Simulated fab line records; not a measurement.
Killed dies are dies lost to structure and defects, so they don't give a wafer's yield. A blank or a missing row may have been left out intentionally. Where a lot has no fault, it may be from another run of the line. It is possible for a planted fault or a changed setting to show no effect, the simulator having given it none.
A lot that was struck, set against a sound lot :: flow rit cmos :: 22 out of 202 route steps
Sound: wafers L223.3, L223.5, L223.6. Wafers struck: L207.2, L207.5, L207.6. The cause is given at the end.
At each step with rows: each side's tool, then ch and its chambers, then its first start. Under that, the readings that differ: sound wafers :: struck wafers :: difference of the means :: sigmas: that difference in standard deviations of wafers without a fault.
alike: readings whose means differ by less than 2 such deviations, and words and numbers that are the same on both sides. not compared: withheld readings, readings that some wafer has no value for, bounds like >300 that may hide the same value, and numbers for which the record gives no deviation and whose values overlap.
Wherever a step has rows on one side only, a row that says differs or no value, or a row with sigmas, the two part there. Numbers that don't overlap but have no deviation are shown without sigmas and don't part them. A reading missing from all wafers of one side parts the sides only when that side holds two or more wafers.

first, 5 steps without rows for these wafers: RIT_GATE_WET_ETCH_00 (etches SiO2 in BOE, target depth 56 nm, time 60 s); RIT_GATE_CLEAN_01 (cleans in SC1, time 600 s); RIT_GATE_CLEAN_02 (cleans in dHF, time 30 s); RIT_GATE_CLEAN_03 (cleans in SC2, time 600 s); RIT_GATE_CLEAN_04 (cleans in dHF, time 60.89 s).
RIT_FOX2_THK_MEAS_91:
  sound on film metro-04 at day 6 06:47; struck on film metro-02 at day 2 23:03
  alike: FIELD_OXIDE_LEFT_2_THK
then, 2 steps without rows for these wafers: RIT_GATE_OXIDATION_05 (target thk 3 nm, ox time 270 s); RIT_GATE_ANNEAL_06 (time 600 s).
RIT_GATE_THK_MEAS_07:
  sound on film metro-02 at day 6 08:24; struck on film metro-04 at day 3 01:19
  alike: GATE_OXIDE_THK
then, 1 step without rows for these wafers: RIT_GATE_CVD_08 (deposits poly-Si from SiH4, target thk 250 nm, time 2220 s).
RIT_GATE_THK_MEAS_09:
  sound on film metro-04 at day 6 10:04; struck on film metro-03 at day 3 02:59
  alike: GATE_POLY_THK
then, 1 step without rows for these wafers: RIT_GATE_HMDS_10 (prime time 60 s).
RIT_GATE_COAT_11: resist thk 850 nm.
  sound on litho track-02 ch 0, day 6 10:26; struck on litho track-04 ch 0, day 3 03:13
reading: model.NOVOLAK_of_GATE_COAT_11.thk nm (nm)
sound: 849.2 850.9 846
struck: 469 468.7 467.9
difference: -380
sigmas: 
then, 3 steps without rows for these wafers: RIT_GATE_SOFTBAKE_12 (time 60 s); RIT_GATE_EXPOSE_13 (exposes mask M6, target cd 150 nm); RIT_GATE_PEB_14.
RIT_GATE_DEVELOP_15: develop time 48.27 s.
  sound on litho track-01 ch 0; struck on litho track-02 ch 0
reading: model.GATE.cd nm (nm)
sound: 148.2 149.9 149.9
struck: 78.77 80.41 78.71
difference: -70.04
sigmas: 
  alike: developer temp C
RIT_GATE_CD_MEAS_16: target cd 150 nm.
  sound on cd sem-01 at day 6 11:09; struck on cd sem-01 at day 3 03:56
reading: cd nm (nm)
sound: 147.9 149.9 150.3
struck: 78.8 80.6 78.7
difference: -70.0
sigmas: -29
RIT_GATE_OVL_MEAS_17:
  sound on overlay-01 at day 6 11:14; struck on overlay-01 at day 3 04:02
  alike: GATE_OVL
then, 1 step without rows for these wafers: RIT_GATE_HARDBAKE_18 (time 60 s).
RIT_GATE_ETCH_19: etches poly-Si in SF6/CHF3/O2, stops on SiO2, time 165 s, target depth 312.5 nm.
  sound on rie si-01 ch 1,2,3, day 6 11:25; struck on rie si-01 ch 0,1,3, day 3 04:13
reading: model.NOVOLAK_of_GATE_COAT_11.thk nm (nm)
sound: 672.2 674.9 669.1
struck: 338.6 338.4 333.8
difference: -335.1
sigmas: 

reading: model.GATE.cd nm (nm)
sound: 148.3 150 150.1
struck: 78.88 80.48 78.81
difference: -70.08
sigmas: 
  alike: SF6_flow_sccm, drypump motor current A, oes product au, rf fwd power W, throttle valve pct
  not compared: rf hours counter h
RIT_GATE_STRIP_20: strips in O2, time 180 s.
  sound on plasma asher-01 ch 0,1, day 6 11:35; struck on plasma asher-03 ch 0,1, day 3 04:19
  alike: drypump motor current A, o2 flow sccm
  not compared: rf hours counter h

## WHERE THEY PART
At RIT_GATE_CD_MEAS_16 and nowhere else, as far as this record goes. Later steps at which nothing parts them and some readings are alike: RIT_GATE_OVL_MEAS_17, RIT_GATE_ETCH_19, RIT_GATE_STRIP_20.

WHY: the cause the simulator had injected
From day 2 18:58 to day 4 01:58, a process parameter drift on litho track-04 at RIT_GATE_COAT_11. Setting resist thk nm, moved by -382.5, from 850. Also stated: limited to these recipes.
